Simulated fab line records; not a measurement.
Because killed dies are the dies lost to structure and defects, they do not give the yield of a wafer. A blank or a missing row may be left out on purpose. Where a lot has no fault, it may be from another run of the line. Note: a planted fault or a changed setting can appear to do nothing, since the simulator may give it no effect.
fab line records | flow rit-cmos
[record] lots = 14 | wafers = 42 | last-day = 7
route steps=202 shown PWELL@48 M1@202
lots with no fault: from the same line, run without faults
start-h: hours from the record's opening day to when the first of the lot's shown wafers began | wait-h: time in hours since the lot's previous step | " unchanged from the row above | L1.1+2: one row covering several wafers at once | - no value present, or no start provided | * or withheld: withheld | < > ~ a bound
route shown NAME@n: names a module that has steps shown in the file, with the first one's number in the route | usual: mean and standard deviation over wafers with no fault | same: alike in all rows | chamber/n: place in a boat | sites: each site's reading | _std_site: standard deviation across them | _edge_site: outer sites' mean less inner sites' | radius-mm: how far each site lies from the wafer's centre | mask NAME#n: copy n | behind: the tool/chamber that last shaped the wafer | hold: cause of the lot's hold/its duration in hours/its outcome | device: transistor that didn't switch, given as n, p or np | end of line: the tests these same wafers got at the end of their route | for a step that has no rows: nothing shown but its recipe | killed: dies lost to structure and defects at the first sort, not the wafer's yield | map: dies across one wafer; x = killed, . = not, _ = none there
set.NAME: the run value of the setting; set.NAME@STEP: its run value at that earlier step | model.NAME: the simulator's own value behind a step, which no gauge read
one table for each step of the route and one row for each wafer, over a sample of lots
services: from which hour (start-h, from the record's first day; less than 0 if before it) a tool's chamber was out of use, for how many hours, and why
[[steps]]
[step RIT_PWELL_STRIP_09]
[recipe] chemistry = O2 | time-s = 180 | resist = NOVOLAK | platen-temp-c = withheld | power-w = 500 | pressure-mtorr = 4000 | o2-flow-sccm = 4000
[usual] chamber-pressure-mTorr = 4000/3.6 | drypump-motor-current-A = 5.6/0.38 | o2-flow-sccm = 4005/13
lot.wafer | tool            | chamber | start-h | wait-h | chamber-pressure-mTorr | drypump-motor-current-A | o2-flow-sccm | rf-hours-counter-h
L891.1    | plasma-asher-02 | 0       | 24.41   | 0.1    | 4007                   | 5.6                     | 4036         | 22
L891.3    | "               | 1       | "       | "      | 4000                   | 5.7                     | 3991         | -
L891.4    | "               | 0       | "       | "      | 3999                   | 5.6                     | 4024         | -
L893.1    | plasma-asher-04 | 0       | 32.72   | 0.1    | 4008                   | 5.0                     | 4012         | 39
L893.3    | "               | 1       | "       | "      | 4002                   | 6.1                     | 4002         | -
L893.5    | "               | 0       | "       | "      | 4000                   | 5.0                     | 4014         | -
L895.2    | plasma-asher-02 | 0       | 42.51   | 0.1    | 4005                   | 5.6                     | 4011         | 24
L895.4    | "               | 1       | "       | "      | 4001                   | 5.7                     | 3992         | -
L895.5    | "               | 1       | "       | "      | 4000                   | 5.7                     | 3993         | -
L896.2    | plasma-asher-01 | 0       | 49.74   | 0.1    | 3997                   | 5.1                     | 3975         | 41
L896.3    | "               | 1       | "       | "      | 3997                   | 5.9                     | 3992         | -
L896.6    | "               | 0       | "       | "      | 4009                   | 5.1                     | 3982         | -
L897.1    | plasma-asher-01 | 0       | 53.46   | 0.1    | 4003                   | 5.1                     | 3995         | 42
L897.2    | "               | 1       | "       | "      | 4005                   | 5.9                     | 4009         | 42
L897.3    | "               | 0       | "       | "      | 4002                   | 5.1                     | 4003         | -
L898.1    | plasma-asher-02 | 1       | 58.52   | 0.1    | 4001                   | 5.7                     | 4014         | 26
L898.3    | "               | 1       | "       | "      | 4004                   | 5.7                     | 4000         | -
L898.5    | "               | 1       | "       | "      | 4001                   | 5.7                     | 4006         | -
L899.1    | plasma-asher-04 | 1       | 62.88   | 0.1    | 3998                   | 6.1                     | 4016         | 43
L899.2    | "               | 0       | "       | "      | 4004                   | 5.0                     | 4042         | 43
L899.3    | "               | 0       | "       | "      | 4004                   | 5.0                     | 4003         | -
L901.1    | plasma-asher-02 | 1       | 73.59   | 0.1    | 3999                   | 5.7                     | 3992         | 28
L901.3    | "               | 0       | "       | "      | 3998                   | 5.6                     | 4011         | -
L901.5    | "               | 0       | "       | "      | 4001                   | 5.6                     | 4010         | -
L903.2    | plasma-asher-01 | 1       | 82.24   | 0.1    | 4003                   | 5.9                     | 4001         | 45
L903.4    | "               | 1       | "       | "      | 3997                   | 5.9                     | 3986         | -
L903.5    | "               | 1       | "       | "      | 3997                   | 5.9                     | 4014         | -
L904.2    | plasma-asher-04 | 1       | 87.40   | 0.1    | 4001                   | 6.1                     | 4819         | 46
L904.4    | "               | 1       | "       | "      | 4004                   | 6.1                     | 4800         | -
L904.5    | "               | 1       | "       | "      | 3996                   | 6.1                     | 4807         | -
L905.1    | plasma-asher-04 | 0       | 93.07   | 0.1    | 4001                   | 4.9                     | 4817         | 46
L905.2    | "               | 1       | "       | "      | 4007                   | 6.1                     | 4784         | 46
L905.3    | "               | 1       | "       | "      | 3999                   | 6.1                     | 4807         | -
L912.2    | plasma-asher-01 | 0       | 132.24  | 0.1    | 4002                   | 5.1                     | 3996         | 51
L912.4    | "               | 0       | "       | "      | 4003                   | 5.1                     | 3994         | -
L912.5    | "               | 0       | "       | "      | 3998                   | 5.1                     | 3999         | -
L913.3    | plasma-asher-02 | 0       | 135.01  | 0.1    | 3997                   | 5.6                     | 3999         | -
L913.5    | "               | 0       | "       | "      | 4001                   | 5.6                     | 3979         | -
L913.6    | "               | 1       | "       | "      | 3997                   | 5.7                     | 4005         | -
L914.1    | plasma-asher-02 | 0       | 139.63  | 0.1    | 4000                   | 5.6                     | 3997         | 33
L914.5    | "               | 1       | "       | "      | 3993                   | 5.7                     | 4015         | -
L914.6    | "               | 0       | "       | "      | 4005                   | 5.6                     | 4001         | -
[step RIT_M1_PROBE_99]
[usual] killed_at_M0_to_M3 = 0.0/0.16 | killed-at-contacts = 0.1/0.24 | killed-at-front-end = 6.7/2.9 | killed-dies = 6.8/2.9 | killed-open = 3.5/1.8 | killed-short = 3.3/2.1
[same] gross-dies = 264 | killed_at_M4_up = 0 | killed-at-back-side = 0 | killed-at-other = 0
lot.wafer | tool      | chamber | start-h | wait-h | killed_at_M0_to_M3 | killed-at-contacts | killed-at-front-end | killed-dies | killed-open | killed-short
L905.1    | prober-02 | -       | 129.20  | 0.1    | 0                  | 0                  | 4                   | 4           | 2           | 2
L905.2    | prober-02 | -       | 129.25  | 0.1    | 0                  | 0                  | 9                   | 9           | 3           | 6
L905.3    | prober-02 | -       | 129.30  | 0.2    | 0                  | 0                  | 5                   | 5           | 3           | 2
// killed by level:class
L905.1 GATE:geometric-particle:short=1 GATE:geometric-particle:open=1 REOX:geometric-particle:short=1 SPACER:geometric-particle:open=1
L905.2 REOX:geometric-particle:open=2 SPACER:geometric-particle:short=2 FOX1:geometric-particle:short=1 FOX2:geometric-particle:short=1 GATE:geometric-particle:short=1 REOX:geometric-particle:short=1 SILICIDE:geometric-particle:open=1
L905.3 GATE:geometric-particle:open=2 GATE:geometric-particle:short=1 REOX:geometric-particle:open=1 SPACER:geometric-particle:short=1
[[services]]
tool            | chamber | start-h | hours | kind
plasma-asher-02 | -       | 6.35    | 0.8   | repair
plasma-asher-02 | -       | 86.70   | 8.5   | repair
plasma-asher-02 | -       | 108.22  | 1.9   | repair
plasma-asher-01 | -       | 115.41  | 1.7   | repair
plasma-asher-04 | -       | 119.81  | 1.1   | repair
[[key]]
[first-sign] step = RIT_PWELL_STRIP_09 | reading = o2-flow-sccm | direction = up | sigmas = 61 | usual = 4005 | struck = 4806
effect none on later readings
met-at RIT_PWELL_STRIP_09
struck-lots L904,L905
tester-left-out L904,L905
onset-between 62.88 87.40
[fault] kind = process-parameter-drift | tool = plasma-asher-04 | chamber = - | onset-h = 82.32 | steps = RIT_PWELL_STRIP_09 | channel = o2-flow-sccm | offset = 800 | shape = step | end-h = 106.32 | acts-in = these-recipes-only | stated = 4000
// tester-left-out: of these lots the tester's yield and bins aren't shown, on N5 and GAA mostly nor the transistor test; their killed dies are dies lost to structure and defects alone, not to doping, threshold or leakage, so they don't give the yield
